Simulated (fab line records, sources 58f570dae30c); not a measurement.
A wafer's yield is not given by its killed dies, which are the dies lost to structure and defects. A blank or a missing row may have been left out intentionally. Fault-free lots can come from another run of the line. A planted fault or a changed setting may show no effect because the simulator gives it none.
One fault through the eyes of 2 desks / flow berkeley-cmos170 / what lay behind the numbers comes last; until then each desk has only its own

## METROLOGY DESK
Means of the sampled wafers that have a number, per lot and without regard to the tool the lot ran on: this is what the gauges read. Any lot whose mean is over 4 standard deviations away from the usual mean is out of limits and marked OUT; that distance is given in the brackets.
Columns: A = cd-nm at UCB170_V2_CD_MEAS_90, usual 699.6 nm; B = cd-nm at UCB170_M3_CD_MEAS_90, usual 700.2 nm
lot=L142; first seen here=day 7 20:08; A=700.3; B=700.2
lot=L146; first seen here=day 8 11:23; A=698.4; B=700.1
lot=L147; first seen here=day 8 12:28; A=701.1; B=702.6
lot=L148; first seen here=day 8 22:08; A=699.4; B=698.6
lot=L145; first seen here=day 8 22:46; A=697.2; B=703.0
lot=L149; first seen here=day 9 01:35; A=700.5; B=699.9
lot=L150; first seen here=day 9 07:39; A=699.4; B=699.6
lot=L152; first seen here=day 9 23:18; A=698.7; B=697.7
lot=L151; first seen here=day 9 23:45; A=700.9; B=699.2
lot=L153; first seen here=day 10 07:31; A=698.8; B=698.1
lot=L154; first seen here=day 10 08:23; A=700.7; B=697.7
lot=L157; first seen here=day 10 18:06; A=699.8; B=701.7
lot=L163; first seen here=day 12 13:04; A=699.5; B=699.5
lot=L165; first seen here=day 12 13:42; A=700.0; B=700.4
This desk found nothing out of limits on any of the 14 lots.

## DESK OF THE TOOL OWNER: rie-diel-01
The tool's own readings at UCB170_CONTACT_ETCH_17 (etches BARC in N2/H2): means of the sampled wafers that have a number, for each lot that ran on this tool. Any lot whose mean is over 4 standard deviations away from the usual mean is out of limits and marked OUT; that distance is given in the brackets.
Columns: A = drypump-motor-current-A at UCB170_CONTACT_ETCH_17, usual 5.87 A; B = oes-product-au at UCB170_CONTACT_ETCH_17, usual 0.999 a.u.; C = throttle-valve-pct at UCB170_CONTACT_ETCH_17, usual 13.28 %
lot=L147; first seen here=day 7 20:06; A=5.91; B=1.033; C=13.23
lot=L148; first seen here=day 8 06:00; A=5.67; B=0.996; C=13.22
lot=L152; first seen here=day 9 10:08; A=5.83; B=1.000; C=13.26
lot=L157; first seen here=day 10 03:06; A=5.80; B=1.014; C=13.22
lot=L163; first seen here=day 11 18:46; A=5.84; B=0.997; C=13.23
This desk found nothing out of limits on any of the 5 lots.

## ALL TOGETHER
At the metrology desk, nothing out of limits was observed.
The desk of the tool owner found nothing out of limits.

## WHAT THE SIMULATOR PUT IN
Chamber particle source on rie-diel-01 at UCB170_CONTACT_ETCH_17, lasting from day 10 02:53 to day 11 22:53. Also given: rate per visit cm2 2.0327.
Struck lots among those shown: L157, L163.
